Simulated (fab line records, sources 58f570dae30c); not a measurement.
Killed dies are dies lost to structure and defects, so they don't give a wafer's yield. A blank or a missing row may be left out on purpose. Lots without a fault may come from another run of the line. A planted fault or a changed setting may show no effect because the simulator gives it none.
Which tool did it? | flow berkeley_cmos170 | 14 lots, 42 wafers sampled, at 5 steps of a route of 331

WHAT THE GAUGES READ, wafer by wafer
UCB170_NWELL_THK_MEAS_02.
lot  | measured    | on            | NWELL_OXIDE_THK (nm)
L103 | day 2 06:07 | film_metro-04 | 26.5 26.6 27.0
L105 | day 2 14:37 | film_metro-04 | 25.7 25.8 26.1
L106 | day 3 06:11 | film_metro-04 | 26.6 26.1 26.4
L107 | day 3 06:12 | film_metro-01 | 25.6 25.9 25.7
L108 | day 3 13:23 | film_metro-03 | 26.6 26.7 27.2
L110 | day 3 22:30 | film_metro-04 | 18.5 18.4 18.6
L111 | day 3 22:31 | film_metro-03 | 18.5 18.4 18.6
L119 | day 5 18:40 | film_metro-01 | 26.9 26.7 27.1
L120 | day 5 18:41 | film_metro-04 | 26.1 25.7 26.2
L121 | day 5 18:41 | film_metro-03 | 26.2 25.8 25.8
L122 | day 5 22:40 | film_metro-04 | 26.5 26.8 27.0
L124 | day 6 13:26 | film_metro-04 | 25.7 25.8 25.9
L125 | day 6 13:26 | film_metro-01 | 25.7 25.2 25.4
L126 | day 6 21:38 | film_metro-01 | 25.9 26.1 26.5

UCB170_PWELL_THK_MEAS_03.
lot  | measured    | on            | PWELL_OXIDE_THK (nm)
L103 | day 3 03:53 | film_metro-02 | 26.2 25.8 26.1
L105 | day 3 20:44 | film_metro-04 | 27.1 26.3 26.3
L106 | day 4 04:38 | film_metro-04 | 26.6 26.5 26.1
L107 | day 4 04:36 | film_metro-02 | 25.9 26.0 26.0
L108 | day 4 21:12 | film_metro-04 | 26.6 26.6 26.7
L110 | day 4 21:17 | film_metro-04 | 26.2 26.2 26.2
L111 | day 4 21:14 | film_metro-02 | 25.6 26.3 26.8
L119 | day 6 13:42 | film_metro-02 | 26.6 26.4 26.7
L120 | day 6 13:43 | film_metro-04 | 25.9 26.3 26.5
L121 | day 6 13:43 | film_metro-01 | 25.9 26.3 25.9
L122 | day 6 19:13 | film_metro-01 | 26.6 26.6 26.7
L124 | day 7 12:46 | film_metro-02 | 25.4 26.0 25.3
L125 | day 7 12:46 | film_metro-01 | 26.5 25.9 26.5
L126 | day 7 17:37 | film_metro-04 | 26.3 26.7 26.1

UCB170_GATE_THK_MEAS_02.
lot  | measured     | on            | GATE_OXIDE_THK (nm)
L103 | day 7 11:26  | film_metro-04 | 6.56 6.57 6.59
L105 | day 7 19:50  | film_metro-04 | 6.57 6.68 6.49
L106 | day 8 05:39  | film_metro-04 | 6.57 6.67 6.46
L107 | day 8 05:40  | film_metro-02 | 6.73 6.67 6.59
L108 | day 8 19:55  | film_metro-03 | 6.68 6.53 6.53
L110 | day 8 19:59  | film_metro-03 | 6.57 6.46 6.66
L111 | day 8 19:55  | film_metro-04 | 6.43 6.42 6.38
L119 | day 10 09:17 | film_metro-02 | 6.54 6.47 6.55
L120 | day 10 09:14 | film_metro-02 | 6.62 6.56 6.55
L121 | day 10 09:15 | film_metro-04 | 6.44 6.37 6.44
L122 | day 10 09:17 | film_metro-03 | 6.54 6.53 6.56
L124 | day 11 07:26 | film_metro-04 | 6.64 6.73 6.58
L125 | day 11 07:27 | film_metro-02 | 6.59 6.50 6.51
L126 | day 11 07:27 | film_metro-03 | 6.37 6.44 6.31

UCB170_GATE_OVL_MEAS_13.
lot  | measured     | on         | GATE_OVL (nm)
L103 | day 7 20:46  | overlay-02 | 2 -1 0
L105 | day 8 07:00  | overlay-01 | 0 -5 -7
L106 | day 8 14:53  | overlay-01 | 8 4 -3
L107 | day 8 14:44  | overlay-02 | -3 1 -6
L108 | day 9 05:12  | overlay-01 | 2 -1 -3
L110 | day 9 05:20  | overlay-02 | 5 3 3
L111 | day 9 05:27  | overlay-01 | 3 2 1
L119 | day 10 16:40 | overlay-02 | -1 -8 1
L120 | day 10 16:37 | overlay-01 | -6 -3 -5
L121 | day 10 17:37 | overlay-02 | -4 -1 -5
L122 | day 10 17:35 | overlay-01 | -4 -6 1
L124 | day 11 20:10 | overlay-01 | -10 3 -6
L125 | day 11 20:02 | overlay-01 | -5 -1 -8
L126 | day 11 19:56 | overlay-02 | -3 -5 1

WHICH TOOL RAN EACH LOT (tool, then ch and the chambers of the sampled wafers, then the start)
lot  | UCB170_NWELL_OXIDATION_01
L103 | furnace-02 ch 0, day 2 04:44
L105 | furnace-02 ch 0, day 2 13:10
L106 | furnace-04 ch 0, day 3 04:50
L107 | furnace-04 ch 0, day 3 04:50
L108 | furnace-04 ch 0, day 3 12:02
L110 | furnace-04 ch 0, day 3 21:08
L111 | furnace-04 ch 0, day 3 21:08
L119 | furnace-02 ch 0, day 5 17:19
L120 | furnace-02 ch 0, day 5 17:19
L121 | furnace-02 ch 0, day 5 17:19
L122 | furnace-01 ch 0, day 5 21:19
L124 | furnace-01 ch 0, day 6 12:05
L125 | furnace-01 ch 0, day 6 12:05
L126 | furnace-02 ch 0, day 6 20:17
- UCB170_NWELL_OXIDATION_01: target thk 26.4 nm, ox time 1260 s.

WHAT THE TOOLS THEMSELVES READ (means of the sampled wafers that have a number; where no wafer has one, the mark that the record gives instead)
The record holds no such reading with a usual standard deviation.

THE ANSWER, worked out from the rows above alone
Rule: what is usual is taken from the lots themselves. Put in order of their means at a reading, lots are off if they are a third of the lots or fewer, leave a main group of 4 or more, and stand apart from it by a gap of 3 or more times the standard deviation of the main group's means; of several such gaps the widest counts. A main group whose means are all the same, to the digits that the tables above print for the reading, isn't used. A lot without any number at a reading at which 4 lots or more have one is off too. The other lots that the step has rows for count as sound. The gauges are gone through in route order, then the tools' own readings, and for those a lot's mean is taken as printed above. The first step at which some lot is off is used, and at that step the reading that is off furthest; a lot without a number counts as furthest.
Off: L110, L111, at UCB170_NWELL_THK_MEAS_02 (NWELL_OXIDE_THK). The main group: mean 26.2 nm, standard deviation 0.47.
A tool fits if, at a process step before that reading, it ran every lot that is off, and no sound lot after the first of them. The gauges at UCB170_NWELL_THK_MEAS_02 are tried like those tools. One fits: furnace-04 at UCB170_NWELL_OXIDATION_01. Its last sound lot is L108 (day 3 12:02), its first lot that is off L110 (day 3 21:08): a fault that began between those two fits.

WHAT THE SIMULATOR HAD PUT IN
Process parameter drift: furnace-04, from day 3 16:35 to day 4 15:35, at UCB170_NWELL_OXIDATION_01. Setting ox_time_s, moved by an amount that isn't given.
Lots struck among those shown: L110, L111. The rule above found the same.
